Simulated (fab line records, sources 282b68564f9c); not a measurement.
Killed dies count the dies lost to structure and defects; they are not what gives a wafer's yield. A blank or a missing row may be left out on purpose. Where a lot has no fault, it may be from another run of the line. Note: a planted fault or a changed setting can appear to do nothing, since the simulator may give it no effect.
Struck lot and sound lot, side by side | flow rit_cmos | 19 out of 202 route steps
Sound: wafers L401.2, L401.5, L401.6. The struck wafers were L418.2, L418.3, L418.5. Last of all comes the cause.
Each step with rows lists, per side, the tool, then ch with its chambers, then its first start. Under that, the readings that differ: sound wafers | struck wafers | difference of the means | sigmas: that difference in standard deviations of wafers without a fault.
alike: a reading whose means differ by less than 2 such deviations, as well as words and numbers matching on both sides. not compared: withheld readings; readings where some wafer has no value; bounds like >300 that might hide an equal value; numbers whose values overlap and for which the record gives no deviation.
The two part at a step that has a row with sigmas, a row that says differs or no value, or rows on one side only. Numbers that don't overlap but have no deviation are shown without sigmas and don't part them. A reading missing from all wafers of one side parts the sides only when that side holds two or more wafers.

first, 1 step without rows for these wafers: RIT_CONTACT_HARDBAKE_10 (time 60 s).
RIT_CONTACT_ETCH_11: etches SiO2 in CHF3/CF4/Ar, stops on TiSi2, target depth 480 nm, time 320 s.
  sound on rie_diel-03 ch 0,1,2, day 3 06:24; struck on rie_diel-03 ch 0,2, day 6 22:56
  alike: drypump_motor_current_A, mfc_ar_sccm, oes_product_au, rf_fwd_power_W, throttle_valve_pct
  not compared: rf_hours_counter_h
RIT_CONTACT_STRIP_12: strips in O2, time 180 s.
  sound on plasma_asher-03 ch 0,1, day 3 06:35; struck on plasma_asher-04 ch 0,1, day 6 23:08
  alike: drypump_motor_current_A
  not compared: rf_hours_counter_h
RIT_CONTACT_CD_MEAS_90: target cd 1000 nm.
  sound on cd_sem-01 at day 3 06:47; struck on cd_sem-01 at day 6 23:19
  alike: cd_nm
then, 2 steps without rows for these wafers: RIT_CONTACT_CLEAN_13 (cleans in SC1, time 600 s); RIT_CONTACT_CLEAN_14 (cleans in SC2, time 600 s).
RIT_M1_SPUTTER_00: material Al, target thk 400 nm, time 500 s.
  sound on pvd_sputter-01 at day 3 07:14; struck on pvd_sputter-02 at day 6 23:47
  alike: throttle_valve_pct
RIT_M1_RS_MEAS_01: the measuring method here is four-point-probe.
  sound on film_metro-04 at day 3 07:33; struck on film_metro-01 at day 7 00:06
  reading           | sound                | struck               | difference | sigmas
  M1_AL_RS (ohm/sq) | 0.0745 0.0752 0.0756 | 0.0727 0.0735 0.0715 | -0.0025    | -2
RIT_M1_THK_MEAS_02: measures by xrf.
  sound on film_metro-04 at day 3 07:40; struck on film_metro-01 at day 7 00:13
  reading        | sound       | struck      | difference | sigmas
  M1_AL_THK (nm) | 389 384 382 | 402 397 407 | +17        | +3
then, 3 steps without rows for these wafers: RIT_M1_HMDS_03 (prime time 60 s); RIT_M1_COAT_04 (resist thk 1325 nm); RIT_M1_SOFTBAKE_05 (time 60 s).
RIT_M1_EXPOSE_06: exposes mask M12, target cd 2600 nm.
  sound on iline_stepper-02 ch 0, day 3 08:11; struck on iline_stepper-02 ch 0, day 7 00:52
  reading                    | sound             | struck            | difference | sigmas
  model.M1.overlay_x_nm (nm) | 1.164 1.164 1.164 | 360.8 360.8 360.8 | +359.6     |
  alike: mask
then, 2 steps without rows for these wafers: RIT_M1_PEB_07; RIT_M1_DEVELOP_08 (develop time 68 s).
RIT_M1_CD_MEAS_09: target cd 2600 nm.
  sound on cd_sem-01 at day 3 08:37; struck on cd_sem-01 at day 7 01:19
  alike: cd_nm
RIT_M1_OVL_MEAS_10:
  sound on overlay-02 at day 3 08:44; struck on overlay-01 at day 7 01:25
  reading     | sound        | struck            | difference | sigmas
  M1_OVL (nm) | -1.1 2.1 2.6 | 362.3 361.8 363.7 | +361.4     | +99 or more
then, 1 step without rows for these wafers: RIT_M1_HARDBAKE_11 (time 120 s).
RIT_M1_PROBE_99:
  sound on prober-01 at day 3 11:19; struck on prober-01 at day 7 04:01
  reading                                                 | sound                | struck               | difference | sigmas
  model.etest.tester.sort_n_pass                          | 259 260 254          | 102 46 110           | -172       |
  model.etest.tester.sort_yield_pct (%)                   | 98.11 98.48 96.21    | 38.64 17.42 41.67    | -65.02     |
  model.etest.nmos_0p15.junction_log10_a_um               | -13.55 -13.38 -13.63 | -10.03 -9.915 -10.04 | +3.53      |
  model.etest.nmos_narrow.off_log10_a_um                  | -13.27 -13.05 -13.32 | -10.03 -9.915 -10.03 | +3.22      |
  model.etest.nmos_0p3.off_log10_a_um                     | -13.03 -13 -13.16    | -10.03 -9.914 -10.03 | +3.07      |
  model.etest.gate_end_array.leak_log10_a_um              | -12.84 -12.81 -12.96 | -9.874 -9.755 -9.894 | +3.029     |
  model.etest.pmos_0p15.junction_log10_a_um               | -13.55 -13.72 -13.73 | -11.03 -10.91 -11.03 | +2.68      |
  model.etest.contact_diode_array.leak_log10_a (angstrom) | -9.411 -9.29 -9.458  | -6.748 -6.806 -6.688 | +2.639     |
  alike: defect_limited_yield, killed_at_front_end, killed_dies, killed_on_rim, killed_open, killed_short

WHERE THEY PART
First at RIT_M1_RS_MEAS_01; last, within this record, at RIT_M1_OVL_MEAS_10. Later steps at which nothing parts them and some readings are alike: RIT_M1_PROBE_99.

WHY: whatever the simulator had introduced
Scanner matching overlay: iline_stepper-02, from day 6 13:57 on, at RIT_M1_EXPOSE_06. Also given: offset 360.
